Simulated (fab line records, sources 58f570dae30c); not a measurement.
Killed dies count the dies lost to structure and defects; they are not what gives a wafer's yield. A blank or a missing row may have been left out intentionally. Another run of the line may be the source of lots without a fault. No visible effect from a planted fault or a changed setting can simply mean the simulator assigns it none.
Problem report, 8D (eight disciplines) form, completed by code    flow berkeleyCmos170    the parts of the form that need people (team, actions taken, sign-off) are left out

## 1. WHAT IS WRONG
Mean of oesProductAu at UCB170_M1_ETCH_11: 1.426 a.u. across 6 wafers in 2 lots; on wafers with no fault it is 0.993 a.u. (standard deviation 0.023). That is +19 standard deviations from the usual mean.
The step: etches BARC in N2/H2.
First observed at day 11 12:52: wafer L152.1, on rieDiel-04. The record holds 42 wafers of 14 lots with a number at this step. By rule, "out" or "out of limits" means more than 4 standard deviations away from the usual mean. The other wafers with a number count as sound.

## 2. WHAT IT IS, WHAT IT ISN'T
question                     is                      is not
which readings at this step  oesProductAu            drypumpMotorCurrentA, rfFwdPowerW, throttleValvePct
which lots                   L152, L153              L133, L134, L135, L136, L137, L138, L140, L141, L143, L149, L155, L156
which wafers of those lots   all that have a number  -
read on which tools          rieDiel-04              rieDiel-01, rieDiel-02
when                         from day 11 12:52       up to then (30 sound wafers); but 6 sound wafers of L155, L156 came after

## 3. WHAT RULES OUT EACH SUSPECT
Counting: any tool at a process step up to the reading is kept as a suspect provided that every lot that is out went through it and no sound lot did after the first of them.
- rieDiel-04 at UCB170_M1_ETCH_11 (etches BARC in N2/H2): kept. It processed each lot that is out, first L152 at day 11 12:52, and no sound lot thereafter; up to then, the last sound lot it processed was L149 at day 10 12:22. Its own readings are out on those wafers: oesProductAu.
Remaining after the count: rieDiel-04 at UCB170_M1_ETCH_11.

## 4. THE CAUSE (what the simulator had put in)
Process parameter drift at UCB170_M1_ETCH_11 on rieDiel-04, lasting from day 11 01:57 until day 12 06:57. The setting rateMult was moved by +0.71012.
Only this tool survived the counting.

## 5. SEQUENCE OF EFFECTS, ordered by route
Each row: a reading where the mean over the struck wafers with a number is more than 3 standard deviations away from the usual. Only readings whose record carries a usual standard deviation are examined. hours: median over the lots of the time between each lot's start at the first step of this table that gives one and its start at this step. sigmas: the change, counted in usual standard deviations.
hours  step               reading       usual       on struck wafers  change  sigmas
0      UCB170_M1_ETCH_11  oesProductAu  0.993 a.u.  1.426             +0.433  +19
Process steps it contains:
- UCB170_M1_ETCH_11: etches BARC in N2/H2.

## 6. WHAT WOULD HAVE CAUGHT IT SOONER
11 hours passed between the start of the fault at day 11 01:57 and the first reading out of limits in this record, taken at day 11 12:52.
